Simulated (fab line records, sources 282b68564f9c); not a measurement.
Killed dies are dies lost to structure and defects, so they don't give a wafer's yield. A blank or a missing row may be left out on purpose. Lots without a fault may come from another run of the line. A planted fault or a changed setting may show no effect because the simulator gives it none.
A struck lot beside a sound one | flow rit_cmos | 22 steps out of a route of 202
Sound: wafers L345.1, L345.3, L345.5. Struck: wafers L355.2, L355.5, L355.6. The cause comes at the end.
At each step with rows: each side's tool, then ch and its chambers, then its first start. Under that, the readings that differ: sound wafers | struck wafers | difference of the means | sigmas: that difference in standard deviations of wafers without a fault.
alike: readings whose means differ by less than 2 such deviations, and words and numbers that are the same on both sides. not compared: withheld readings, readings that some wafer has no value for, bounds like >300 that may hide the same value, and numbers for which the record gives no deviation and whose values overlap.
The two part at a step that has a row with sigmas, a row that says differs or no value, or rows on one side only. Numbers that don't overlap but have no deviation are shown without sigmas and don't part them. A reading that every wafer of one side lacks parts them only if that side has two wafers or more.

first, 4 steps without rows for these wafers: RIT_NRETRO_SOFTBAKE_02 (time 60 s); RIT_NRETRO_EXPOSE_03 (exposes mask M4, target cd 43900 nm); RIT_NRETRO_PEB_04; RIT_NRETRO_DEVELOP_05 (develop time 68 s).
RIT_NRETRO_OVL_MEAS_06:
  sound on overlay-01, day 3 00:20; struck on overlay-01, day 5 01:08
  alike: NRETRO_OVL
then, 2 steps without rows for these wafers: RIT_NRETRO_HARDBAKE_07 (time 120 s); RIT_NRETRO_IMPLANT_08.
RIT_NRETRO_STRIP_09: strips in O2, time 180 s.
  sound on plasma_asher-02 ch 0,1, day 3 00:46; struck on plasma_asher-02 ch 0,1, day 5 01:34
  alike: drypump_motor_current_A
  not compared: rf_hours_counter_h
RIT_NRETRO_TW_MEAS_10:
  sound on film_metro-03, day 3 00:56; struck on film_metro-03, day 5 01:46
  alike: NRETRO_TW
then, 3 steps without rows for these wafers: RIT_PRETRO_HMDS_00 (prime time 60 s); RIT_PRETRO_COAT_01 (resist thk 1300 nm); RIT_PRETRO_SOFTBAKE_02 (time 60 s).
RIT_PRETRO_EXPOSE_03: exposes mask M5, target cd 43700 nm.
  sound on iline_stepper-01 ch 0, day 3 01:34; struck on iline_stepper-02 ch 0, day 5 02:17
  reading | sound          | struck         | difference | sigmas
  mask    | M5#0 M5#0 M5#0 | M4#0 M4#0 M4#0 | differs    |
  alike: reticle_temp_C
then, 2 steps without rows for these wafers: RIT_PRETRO_PEB_04; RIT_PRETRO_DEVELOP_05 (develop time 68 s).
RIT_PRETRO_OVL_MEAS_06:
  sound on overlay-01, day 3 02:00; struck on overlay-01, day 5 02:41
  reading         | sound        | struck | difference                    | sigmas
  PRETRO_OVL (nm) | 2.7 0.8 -0.2 | - - -  | no value on the struck wafers |
then, 2 steps without rows for these wafers: RIT_PRETRO_HARDBAKE_07 (time 120 s); RIT_PRETRO_IMPLANT_08.
RIT_PRETRO_STRIP_09: strips in O2, time 180 s.
  sound on plasma_asher-04 ch 0,1, day 3 02:26; struck on plasma_asher-01 ch 0,1, day 5 03:07
  alike: drypump_motor_current_A
  not compared: rf_hours_counter_h
RIT_PRETRO_TW_MEAS_10:
  sound on film_metro-02, day 3 02:37; struck on film_metro-04, day 5 03:19
  reading   | sound       | struck   | difference | sigmas
  PRETRO_TW | 480 480 479 | 30 30 30 | -450       | -99 or more
then, 1 step without rows for these wafers: RIT_GATE_WET_ETCH_00 (etches SiO2 in BOE, target depth 56 nm, time 60 s).
RIT_M1_PROBE_99:
  sound on prober-01, day 4 08:12; struck on prober-01, day 6 07:35
  reading             | sound    | struck      | difference | sigmas
  killed_at_M0_to_M3  | 0 2 0    | 0 0 0       | -1         | -3
  killed_at_front_end | 13 11 11 | 264 264 263 | +252       | +84
  killed_dies         | 14 13 11 | 264 264 264 | +251       | +84
  killed_on_rim       | 2 4 4    | 70 70 70    | +67        | +56
  alike: killed_at_contacts, killed_open, killed_short

WHERE THEY PART
First at RIT_PRETRO_EXPOSE_03; last, within this record, at RIT_M1_PROBE_99.

WHY: what the simulator had put in
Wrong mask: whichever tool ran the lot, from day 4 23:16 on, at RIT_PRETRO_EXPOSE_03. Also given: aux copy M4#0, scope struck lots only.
